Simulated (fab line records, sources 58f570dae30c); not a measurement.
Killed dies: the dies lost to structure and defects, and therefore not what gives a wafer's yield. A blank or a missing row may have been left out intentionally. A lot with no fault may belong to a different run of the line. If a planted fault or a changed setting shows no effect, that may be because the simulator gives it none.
Which tool did it? ; flow berkeley_cmos170 ; at 1 step of a route of 331, 7 lots with 21 wafers sampled

== WHAT THE GAUGES SHOWED, per wafer ==
UCB170_NWELL_THK_MEAS_02.
lot;measured;on;NWELL_OXIDE_THK (nm)
L816;day 2 08:25;film_metro-02;26.3 26.1 26.2
L819;day 2 16:32;film_metro-02;25.9 25.7 26.0
L821;day 3 06:56;film_metro-03;26.1 26.6 26.6
L824;day 3 17:48;film_metro-04;25.8 26.2 25.9
L825;day 4 02:28;film_metro-03;26.2 25.9 26.3
L834;day 5 18:33;film_metro-02;27.0 26.5 27.1
L837;day 6 09:11;film_metro-03;26.0 26.3 26.6

== WHICH TOOL RAN EACH LOT (tool, then ch and the chambers of the sampled wafers, then the start) ==
No process step before these readings appears in the record.

== THE ANSWER, worked out from the rows above alone ==
Rule: the usual values come from the lots themselves. Put in order of their means at a reading, lots are off if they are a third of the lots or fewer, leave a main group of 4 or more, and stand apart from it by a gap of 3 or more times the standard deviation of the main group's means; of several such gaps the widest counts. A main group is skipped when, at the precision printed for the reading in the tables above, its means are all equal. A lot without any number at a reading at which 4 lots or more have one is off too. Where the step has rows for the other lots, those lots are counted as sound.
No lot is off at any reading shown: from this, nothing can be told.

== WHAT THE SIMULATOR PUT IN ==
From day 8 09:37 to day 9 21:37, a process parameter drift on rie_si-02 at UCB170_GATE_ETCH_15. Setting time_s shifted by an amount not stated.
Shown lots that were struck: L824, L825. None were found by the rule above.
